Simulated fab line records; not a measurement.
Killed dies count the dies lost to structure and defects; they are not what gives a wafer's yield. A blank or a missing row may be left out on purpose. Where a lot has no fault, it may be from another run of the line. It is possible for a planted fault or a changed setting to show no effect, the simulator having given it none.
Lot-split experiment :: flow berkeley-cmos170 :: 27 wafers read across 5 lots, on a route 331 steps long

SPLIT DETAILS
At UCB170_M2_SPUTTER_01 (material Al, target thk 900 nm, time 120 s), the setting time-s was moved away from the recipe's 120 s on 12 of the 27 wafers read, by -59.2% to +34.5%. For the rest of the wafers, this setting stayed at what the recipe calls for.

FROM THE SPLIT TO THE READING: what the file shows between them, 5 steps
- UCB170_M2_RS_MEAS_02: measures by four-point-probe
- UCB170_M2_THK_MEAS_03: measures by xrf
- UCB170_M2_HMDS_04: prime time 60 s
- UCB170_M2_COAT_05: resist thk 900 nm
- UCB170_M2_ETCH_17: etches BARC in N2/H2

THE READING
oes-product-au, in a.u., at UCB170_M2_METAL_ETCH_18 (etches Al in Cl2/BCl3, stops on SiO2, target depth 1170 nm, time 195 s). On this fab line, fault-free wafers typically give 0.855 a.u. with a standard deviation of 0.0072 a.u.

wafer: L075.1
tool, chamber at the split: pvd-sputter-03, -
time-s as run, s: 161.4
against the recipe: +34.5%
oes-product-au, a.u.: 0.999
against lot-mates on the recipe: +0.148

wafer: L075.2
tool, chamber at the split: pvd-sputter-03, -
time-s as run, s: 161.4
against the recipe: +34.5%
oes-product-au, a.u.: 1.001
against lot-mates on the recipe: +0.150

wafer: L075.3
tool, chamber at the split: pvd-sputter-03, -
time-s as run, s: 120
against the recipe: recipe
oes-product-au, a.u.: 0.851
against lot-mates on the recipe: -

wafer: L075.4
tool, chamber at the split: pvd-sputter-03, -
time-s as run, s: 120
against the recipe: recipe
oes-product-au, a.u.: 0.849
against lot-mates on the recipe: -

wafer: L075.5
tool, chamber at the split: pvd-sputter-03, -
time-s as run, s: 161.4
against the recipe: +34.5%
oes-product-au, a.u.: 1.003
against lot-mates on the recipe: +0.152

wafer: L075.6
tool, chamber at the split: pvd-sputter-03, -
time-s as run, s: 120
against the recipe: recipe
oes-product-au, a.u.: 0.854
against lot-mates on the recipe: -

wafer: L078.1
tool, chamber at the split: pvd-sputter-03, -
time-s as run, s: 120
against the recipe: recipe
oes-product-au, a.u.: 0.851
against lot-mates on the recipe: -

wafer: L078.2
tool, chamber at the split: pvd-sputter-03, -
time-s as run, s: 120
against the recipe: recipe
oes-product-au, a.u.: 0.864
against lot-mates on the recipe: -

wafer: L078.3
tool, chamber at the split: pvd-sputter-03, -
time-s as run, s: 48.97
against the recipe: -59.2%
oes-product-au, a.u.: 0.580
against lot-mates on the recipe: -0.279

wafer: L078.4
tool, chamber at the split: pvd-sputter-03, -
time-s as run, s: 48.97
against the recipe: -59.2%
oes-product-au, a.u.: 0.572
against lot-mates on the recipe: -0.287

wafer: L078.5
tool, chamber at the split: pvd-sputter-03, -
time-s as run, s: 48.97
against the recipe: -59.2%
oes-product-au, a.u.: 0.567
against lot-mates on the recipe: -0.292

wafer: L078.6
tool, chamber at the split: pvd-sputter-03, -
time-s as run, s: 120
against the recipe: recipe
oes-product-au, a.u.: 0.863
against lot-mates on the recipe: -

wafer: L079.1
tool, chamber at the split: pvd-sputter-01, -
time-s as run, s: 120
against the recipe: recipe
oes-product-au, a.u.: 0.856
against lot-mates on the recipe: -

wafer: L079.2
tool, chamber at the split: pvd-sputter-01, -
time-s as run, s: 157.3
against the recipe: +31.1%
oes-product-au, a.u.: 0.988
against lot-mates on the recipe: +0.133

wafer: L079.3
tool, chamber at the split: pvd-sputter-01, -
time-s as run, s: 120
against the recipe: recipe
oes-product-au, a.u.: 0.852
against lot-mates on the recipe: -

wafer: L079.4
tool, chamber at the split: pvd-sputter-01, -
time-s as run, s: 120
against the recipe: recipe
oes-product-au, a.u.: 0.857
against lot-mates on the recipe: -

wafer: L079.5
tool, chamber at the split: pvd-sputter-01, -
time-s as run, s: 157.3
against the recipe: +31.1%
oes-product-au, a.u.: 0.994
against lot-mates on the recipe: +0.139

wafer: L079.6
tool, chamber at the split: pvd-sputter-01, -
time-s as run, s: 157.3
against the recipe: +31.1%
oes-product-au, a.u.: 0.988
against lot-mates on the recipe: +0.133

wafer: L082.1
tool, chamber at the split: pvd-sputter-04, -
time-s as run, s: 120
against the recipe: recipe
oes-product-au, a.u.: 0.852
against lot-mates on the recipe: -

wafer: L082.3
tool, chamber at the split: pvd-sputter-04, -
time-s as run, s: 120
against the recipe: recipe
oes-product-au, a.u.: 0.857
against lot-mates on the recipe: -

wafer: L082.5
tool, chamber at the split: pvd-sputter-04, -
time-s as run, s: 120
against the recipe: recipe
oes-product-au, a.u.: 0.855
against lot-mates on the recipe: -

wafer: L083.1
tool, chamber at the split: pvd-sputter-04, -
time-s as run, s: 120
against the recipe: recipe
oes-product-au, a.u.: 0.848
against lot-mates on the recipe: -

wafer: L083.2
tool, chamber at the split: pvd-sputter-04, -
time-s as run, s: 120
against the recipe: recipe
oes-product-au, a.u.: 0.866
against lot-mates on the recipe: -

wafer: L083.3
tool, chamber at the split: pvd-sputter-04, -
time-s as run, s: 87.1
against the recipe: -27.4%
oes-product-au, a.u.: 0.718
against lot-mates on the recipe: -0.138

wafer: L083.4
tool, chamber at the split: pvd-sputter-04, -
time-s as run, s: 87.1
against the recipe: -27.4%
oes-product-au, a.u.: 0.738
against lot-mates on the recipe: -0.118

wafer: L083.5
tool, chamber at the split: pvd-sputter-04, -
time-s as run, s: 87.1
against the recipe: -27.4%
oes-product-au, a.u.: 0.709
against lot-mates on the recipe: -0.147

wafer: L083.6
tool, chamber at the split: pvd-sputter-04, -
time-s as run, s: 120
against the recipe: recipe
oes-product-au, a.u.: 0.854
against lot-mates on the recipe: -

THE FIT
A straight line over all 27 wafers: oes-product-au changes by +0.0046 a.u. for each +1% of time-s; r = +1.00; the points scatter about the line by 0.0081 a.u.
The same after taking each lot's own level away (the mean of its wafers on the recipe; 27 wafers): +0.00466 a.u. for each +1%; r = +1.00; scatter 0.0078 a.u.
The reading moves by 0.28 a.u. for the largest change in time-s, on that fit.
The span of the lots' own levels, 0.8513 to 0.8593 a.u., comes to 1.1 times the standard deviation stated above.
The two slopes are in agreement: the lot-to-lot level therefore moves the slope only a little.
Check: -0.281 a.u. against its lot-mates is what the line predicts for one of the wafers moved furthest among these (-59.2%) when that wafer is left out of the fit. It came out at -0.279 a.u. against them.

THE OTHER SPLITS THESE WAFERS WENT THROUGH
Note: prior to the reading, these wafers also went through further splits. Each is held against what the fit with the lots' levels taken away leaves over:
other split on the same wafers: UCB170_ZERO_ETCH_06 time-s
wafers away from the commonest value: 9
r with oes-product-au (lot level and that fit taken away): -0.21

other split on the same wafers: UCB170_NWELL_CVD_04 time-s
wafers away from the commonest value: 12
r with oes-product-au (lot level and that fit taken away): -0.14

other split on the same wafers: UCB170_CONTACT_ETCH_18 target-depth-a
wafers away from the commonest value: 6
r with oes-product-au (lot level and that fit taken away): +0.04

THE WHOLE CHAIN: every reading that the file lists as answering this split, in the file's order
step: UCB170_M2_SPUTTER_01
what it does: material Al, target thk 900 nm, time 120 s
reading: Al_of_M2_SPUTTER_01.thk-nm (the simulator's own value, which no gauge read)
change (the file's fit): +8.96 nm for each +1% of the setting
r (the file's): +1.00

step: UCB170_M2_RS_MEAS_02
what it does: measures by four-point-probe
reading: M2_AL_RS
change (the file's fit): -0.000563 for each +1% of the setting
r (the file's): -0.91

step: UCB170_M2_THK_MEAS_03
what it does: measures by xrf
reading: M2_AL_THK
change (the file's fit): +8.89 for each +1% of the setting
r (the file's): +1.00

step: UCB170_M2_METAL_ETCH_18
what it does: etches Al in Cl2/BCl3, stops on SiO2, target depth 1170 nm, time 195 s
reading: oes-product-au
change (the file's fit): +0.00468 a.u. for each +1% of the setting
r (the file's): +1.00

FILE'S OWN FIT
oes-product-au changes by +0.00468 a.u. for each +1% of time-s, r = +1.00.
